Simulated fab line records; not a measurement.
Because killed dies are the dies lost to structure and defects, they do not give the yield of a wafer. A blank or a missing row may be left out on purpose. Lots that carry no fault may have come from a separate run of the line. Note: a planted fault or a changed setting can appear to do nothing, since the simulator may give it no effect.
What tool caused it? ; flow berkeley-cmos170 ; Sampling: 15 lots, 45 wafers, 5 of 331 route steps

WHAT EACH GAUGE READ, for each wafer
UCB170_ACTIVE_OVL_MEAS_14. Usual: ACTIVE_OVL typically reads -1 nm, with standard deviation 5.4.
lot;measured;on;ACTIVE_OVL (nm);flag
L994;day 4 07:53;overlay-02;-4 3 -2;
L993;day 4 08:01;overlay-01;-6 -6 5;
L995;day 4 15:32;overlay-02;4 1 5;
L996;day 4 23:49;overlay-01;8 9 7;
L997;day 5 00:11;overlay-01;5 4 8;
L998;day 5 08:02;overlay-01;-10 -3 -6;
L100;day 5 19:34;overlay-01;-4 1 0;
L101;day 6 02:41;overlay-01;2 14 6;
L102;day 6 05:28;overlay-01;-4 0 -3;
L104;day 6 18:13;overlay-01;-9 -9 -7;
L103;day 6 18:28;overlay-02;-3 4 -2;
L106;day 7 08:34;overlay-01;-9 -6 -9;
L107;day 7 08:51;overlay-02;2 5 3;
L105;day 7 09:28;overlay-01;1 5 12;
L108;day 7 20:59;overlay-01;-5 -3 -2;

UCB170_SCREENOX_THK_MEAS_02. Usual: SCREENOX_OXIDE_THK typically reads 14.31 nm, with standard deviation 0.29.
lot;measured;on;SCREENOX_OXIDE_THK (nm);flag
L994;day 5 11:35;film-metro-01;13.96 14.10 14.04;
L993;day 5 11:35;film-metro-03;14.04 14.03 13.83;
L995;day 5 19:31;film-metro-01;14.77 14.40 14.73;
L996;day 6 02:42;film-metro-02;14.68 14.62 14.61;
L997;day 6 02:42;film-metro-03;14.69 14.40 14.51;
L998;day 6 11:18;film-metro-01;14.19 13.94 14.12;
L100;day 6 22:09;film-metro-02;14.32 14.40 14.62;
L101;day 7 02:08;film-metro-03;13.86 13.96 13.87;
L102;day 7 02:07;film-metro-02;13.83 14.28 14.35;
L104;day 7 18:47;film-metro-03;14.56 14.54 14.39;
L103;day 7 18:47;film-metro-02;14.34 14.47 14.08;
L106;day 8 04:38;film-metro-01;6.09 6.11 6.00;OFF
L107;day 8 04:36;film-metro-01;5.85 5.89 5.60;OFF
L105;day 8 04:36;film-metro-03;5.90 5.94 5.79;OFF
L108;day 8 18:12;film-metro-01;14.83 14.67 14.84;

UCB170_GATE_OVL_MEAS_13. Usual: GATE_OVL typically reads -3 nm, with standard deviation 5.4.
lot;measured;on;GATE_OVL (nm);flag
L994;day 6 11:00;overlay-02;-8 -3 3;
L993;day 6 11:16;overlay-02;-6 0 -6;
L995;day 6 20:32;overlay-01;-10 -4 -3;
L996;day 6 22:14;overlay-01;-8 -1 -9;
L997;day 6 22:22;overlay-01;-6 -1 -11;
L998;day 7 11:01;overlay-01;-1 -5 -3;
L100;day 7 14:14;overlay-01;-6 -5 -5;
L101;day 7 18:20;overlay-01;-12 -4 -9;
L102;day 7 18:34;overlay-02;-3 -4 -3;
L104;day 8 09:50;overlay-02;-10 -3 -5;
L103;day 8 09:46;overlay-01;-2 6 0;
L106;day 8 23:41;overlay-02;0 4 -1;
L107;day 8 23:49;overlay-01;4 4 -10;
L105;day 8 23:25;overlay-01;-14 -10 -17;
L108;day 9 13:37;overlay-02;6 3 -1;

UCB170_PSD_OVL_MEAS_07. Usual: PSD_OVL typically reads 5 nm, with standard deviation 5.4.
lot;measured;on;PSD_OVL (nm);flag
L994;day 6 22:31;overlay-01;5 5 11;
L993;day 6 22:19;overlay-02;-3 6 -3;
L995;day 7 06:20;overlay-01;6 3 5;
L996;day 7 06:29;overlay-02;8 4 6;
L997;day 7 06:12;overlay-02;9 12 10;
L998;day 7 20:20;overlay-02;0 3 4;
L100;day 8 00:50;overlay-02;7 5 3;
L101;day 8 02:04;overlay-01;2 5 4;
L102;day 8 01:49;overlay-02;-2 -2 -9;
L104;day 8 20:02;overlay-01;12 8 6;
L103;day 8 19:52;overlay-01;14 11 6;
L106;day 9 10:47;overlay-01;1 4 2;
L107;day 9 10:34;overlay-01;3 4 11;
L105;day 9 10:28;overlay-02;5 8 1;
L108;day 10 01:01;overlay-02;1 -3 1;

TOOL THAT RAN EACH LOT (tool first, then ch and the chambers of the sampled wafers, then the start)
lot;UCB170_SCREENOX_OXIDATION_01
L994;furnace-02 ch 0, day 5 09:55
L993;furnace-02 ch 0, day 5 09:55
L995;furnace-01 ch 0, day 5 17:50
L996;furnace-01 ch 0, day 6 01:02
L997;furnace-01 ch 0, day 6 01:02
L998;furnace-03 ch 0, day 6 09:38
L100;furnace-03 ch 0, day 6 20:29
L101;furnace-02 ch 0, day 7 00:26
L102;furnace-02 ch 0, day 7 00:26
L104;furnace-03 ch 0, day 7 17:07
L103;furnace-03 ch 0, day 7 17:07
L106;furnace-02 ch 0, day 8 02:55
L107;furnace-02 ch 0, day 8 02:55
L105;furnace-02 ch 0, day 8 02:55
L108;furnace-03 ch 0, day 8 16:31
- UCB170_SCREENOX_OXIDATION_01: target thk 14.4 nm, ox time 2400 s.

AS READ BY THE TOOLS THEMSELVES (means over the sampled wafers that have a number; for cases with no such wafer, the mark the record gives instead)
UCB170_SCREENOX_OXIDATION_01. Usual: zone-power-source-pct 28.3 %, standard deviation 2.
lot;tool;zone-power-source-pct (%);flag
L994;furnace-02;27.1;
L993;furnace-02;27.1;
L995;furnace-01;25.8;
L996;furnace-01;25.7;
L997;furnace-01;25.7;
L998;furnace-03;31.0;
L100;furnace-03;30.7;
L101;furnace-02;27.2;
L102;furnace-02;27.0;
L104;furnace-03;31.0;
L103;furnace-03;31.1;
L106;furnace-02;27.2;
L107;furnace-02;27.1;
L105;furnace-02;27.4;
L108;furnace-03;30.8;

THE ANSWER, worked out from the rows above alone
Rule: take the mean of a lot's wafers that have a number; if it is more than 3 standard deviations from the usual mean, the lot is off. A lot without any number at a reading at which 4 lots or more have one is off too. The other lots that the step has rows for count as sound. The gauges are gone through in route order, then the tools' own readings, and for those a lot's mean is taken as printed above. At the first step where some lot is off, the reading lying furthest off is the one used; lots without a number count as furthest.
Off: at UCB170_SCREENOX_THK_MEAS_02 (SCREENOX_OXIDE_THK), L106, L107, L105.
A tool fits if, at a process step before that reading, it ran every lot that is off, and no sound lot after the first of them. Gauges at UCB170_SCREENOX_THK_MEAS_02: tried the same way as those tools. One candidate fits, namely furnace-02 at UCB170_SCREENOX_OXIDATION_01. A fault onset in the window from L101 (day 7 00:26, its last sound lot) to L105 (day 8 02:55, its first lot off) fits.

WHAT THE SIMULATOR PUT IN
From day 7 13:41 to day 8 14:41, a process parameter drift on furnace-02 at UCB170_SCREENOX_OXIDATION_01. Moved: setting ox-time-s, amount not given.
Shown lots that were struck: L106, L107, L105. This agrees with what the rule above found.
